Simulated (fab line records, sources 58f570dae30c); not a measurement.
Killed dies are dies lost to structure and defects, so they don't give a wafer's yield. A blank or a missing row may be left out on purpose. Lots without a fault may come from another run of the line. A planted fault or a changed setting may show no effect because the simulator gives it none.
Chamber matching | flow berkeley_cmos170 | UCB170_V2_CMP_02 on cmp-02: 4 sister chambers
The step polishes SiO2. 4 wafers are shown with their chamber, then 7 later ones without.

WAFERS WITH THEIR CHAMBER
wafer  | chamber | motor_current_A (A)
L180.6 | 1       | 18.2
L179.3 | 2       | 18.7
L181.2 | 3       | 16.5
L181.3 | 0       | 14.7

WAFERS WITHOUT THEIR CHAMBER
wafer  | motor_current_A (A)
L181.4 | 17.9
L187.2 | 19.3
L187.5 | 19.3
L187.6 | 17.0
L186.3 | 17.1
L186.4 | 18.6
L186.5 | 18.8

WHICH CHAMBER EACH WENT THROUGH
wafer  | from the rows above     | in truth
L181.4 | can't be placed: 1 or 2 | 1
L187.2 | can't be placed: 2 or 1 | 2
L187.5 | can't be placed: 2 or 1 | 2
L187.6 | can't be placed: 3 or 1 | 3
L186.3 | can't be placed: 3 or 1 | 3
L186.4 | can't be placed: 2 or 1 | 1
L186.5 | can't be placed: 2 or 1 | 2
Placed correctly: 0 of 7. Can't be placed from these rows: 7 (the true chamber is among the candidates in 7). Placed wrongly: 0.
How it was worked out, from the rows above alone: a wafer's distance from a chamber is the root of the sum, over the readings, of the square of ((its reading less the chamber's mean) divided by the reading's scatter). The wafer belongs to the nearest chamber; if the next one is less than 2 further off, it can't be placed. A chamber's mean is the mean of its shown wafers. The scatter: with one shown wafer a chamber, the root of the mean of the squares of how far each hidden wafer lies from its nearest shown one.
